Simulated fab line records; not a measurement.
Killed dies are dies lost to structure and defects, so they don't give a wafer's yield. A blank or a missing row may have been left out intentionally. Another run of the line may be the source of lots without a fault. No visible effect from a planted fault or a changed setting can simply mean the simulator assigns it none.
Lot-split experiment	flow rit_cmos	23 wafers read across 5 lots, on a route 202 steps long

== ON THE SPLIT ==
At RIT_PLDD_IMPLANT_08, the setting energy_kev was moved away from the recipe's 20 on 7 of the 23 wafers read, by -4.4% to +4.8%. All remaining wafers had this setting at the recipe value.

== FROM THE SPLIT TO THE READING: what the file shows between them, 7 steps ==
- RIT_PLDD_STRIP_09: strips in O2, time 180 s
- RIT_PLDD_TW_MEAS_10
- RIT_SPACER_CLEAN_00: cleans in SC1, time 600 s
- RIT_SPACER_CVD_03: deposits Si3N4 from SiH2Cl2/NH3, target thk 250 nm, time 3300 s (also split here: pressure_mtorr)
- RIT_PSD_HARDBAKE_07: time 60 s (also split here: temp_c)
- RIT_PSD_IMPLANT_08
- RIT_PSD_STRIP_09: strips in O2, time 180 s

== THE READING ==
PLDD_RS, in ohm/sq, at RIT_SDANNEAL_RS_MEAS_06 (measures by four-point-probe). Typical for fault-free wafers on this fab line: 178.8 ohm/sq, with standard deviation 0.5 ohm/sq.

wafer	tool, chamber at the split	energy_kev as run	against the recipe	PLDD_RS, ohm/sq	against lot-mates on the recipe
L077.1	implanter-02, 0	20	recipe	178.8	-
L077.2	implanter-02, 0	19.11	-4.4%	181.8	+3.0
L077.3	implanter-02, 0	20	recipe	178.8	-
L077.5	implanter-02, 0	19.11	-4.4%	182.1	+3.3
L077.6	implanter-02, 0	19.11	-4.4%	181.8	+3.0
L079.1	implanter-03, 0	20	recipe	178.3	-
L079.2	implanter-03, 0	20	recipe	178.9	-
L079.4	implanter-03, 0	20	recipe	178.9	-
L079.5	implanter-03, 0	20	recipe	178.9	-
L079.6	implanter-03, 0	20	recipe	178.5	-
L082.1	implanter-02, 0	20	recipe	178.8	-
L082.2	implanter-02, 0	20.32	+1.6%	177.6	-1.1
L082.3	implanter-02, 0	20	recipe	178.8	-
L082.4	implanter-02, 0	20.32	+1.6%	177.6	-1.1
L082.5	implanter-02, 0	20	recipe	178.4	-
L083.1	implanter-04, 0	20	recipe	178.0	-
L083.5	implanter-04, 0	20	recipe	178.5	-
L083.6	implanter-04, 0	20	recipe	178.3	-
L085.2	implanter-02, 0	20	recipe	178.9	-
L085.3	implanter-02, 0	20.97	+4.8%	176.4	-2.5
L085.4	implanter-02, 0	20	recipe	178.8	-
L085.5	implanter-02, 0	20	recipe	179.1	-
L085.6	implanter-02, 0	20.97	+4.8%	176.2	-2.7

THE FIT
A straight line over all 23 wafers: PLDD_RS changes by -0.623 ohm/sq for each +1% of energy_kev; r = -0.97; the points scatter about the line by 0.35 ohm/sq.
The same after taking each lot's own level away (the mean of its wafers on the recipe; 23 wafers): -0.63 ohm/sq for each +1%; r = -0.99; scatter 0.24 ohm/sq.
According to that fit, moving energy_kev by its largest amount changes the reading by 3.1 ohm/sq.
From 178.27 to 178.93 ohm/sq: that is the span of the lots' own levels, equal to 1.3 times the standard deviation above.
The two slopes agree, so the slope changes little with the lot-to-lot level.
Check: -3.14 ohm/sq against its lot-mates is what the line predicts for one of the wafers moved furthest among these (+4.8%) when that wafer is left out of the fit. Against them it came out at -2.53 ohm/sq.

== FURTHER SPLITS ON THESE WAFERS ==
These wafers also went through other splits before the reading. Each is held against what the fit with the lots' levels taken away leaves over:
other split on the same wafers	wafers away from the commonest value	r with PLDD_RS (lot level and that fit taken away)
RIT_ACTIVE_OXIDATION_01 ox_time_s	15	+0.32
RIT_ACTIVE_COAT_06 resist_thk_nm	11	+0.17
RIT_PRETRO_SOFTBAKE_02 temp_c	10	-0.03
RIT_PRETRO_IMPLANT_08 dose_cm2	6	+0.02
RIT_GATE_EXPOSE_13 dose_mj	8	-0.28
RIT_REOX_OXIDATION_03 temp_c	18	+0.21
RIT_PLDD_SOFTBAKE_02 temp_c	8	+0.17
RIT_SPACER_CVD_03 pressure_mtorr	18	+0.07
RIT_PSD_HARDBAKE_07 temp_c	3	-0.27

== THE WHOLE CHAIN: every reading that the file lists as answering this split, in the file's order ==
step	what it does	reading	change (the file's fit)	r (the file's)
RIT_PLDD_IMPLANT_08		implant.rp_nm (the simulator's own value, which no gauge read)	+0.137 nm for each +1% of the setting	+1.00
RIT_PLDD_IMPLANT_08		implant.drp_nm (the simulator's own value, which no gauge read)	+0.0684 nm for each +1% of the setting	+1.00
RIT_PLDD_TW_MEAS_10		PLDD_TW	+7.96 for each +1% of the setting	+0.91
RIT_SDANNEAL_RS_MEAS_06	measures by four-point-probe	PLDD_RS	-0.617 for each +1% of the setting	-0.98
RIT_M1_PROBE_99		etest.pldd.rs_ohm_sq (the simulator's own value, which no gauge read)	-23 for each +1% of the setting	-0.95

== THE FILE'S OWN FIT ==
PLDD_RS changes by -0.617 ohm/sq for each +1% of energy_kev, r = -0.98.
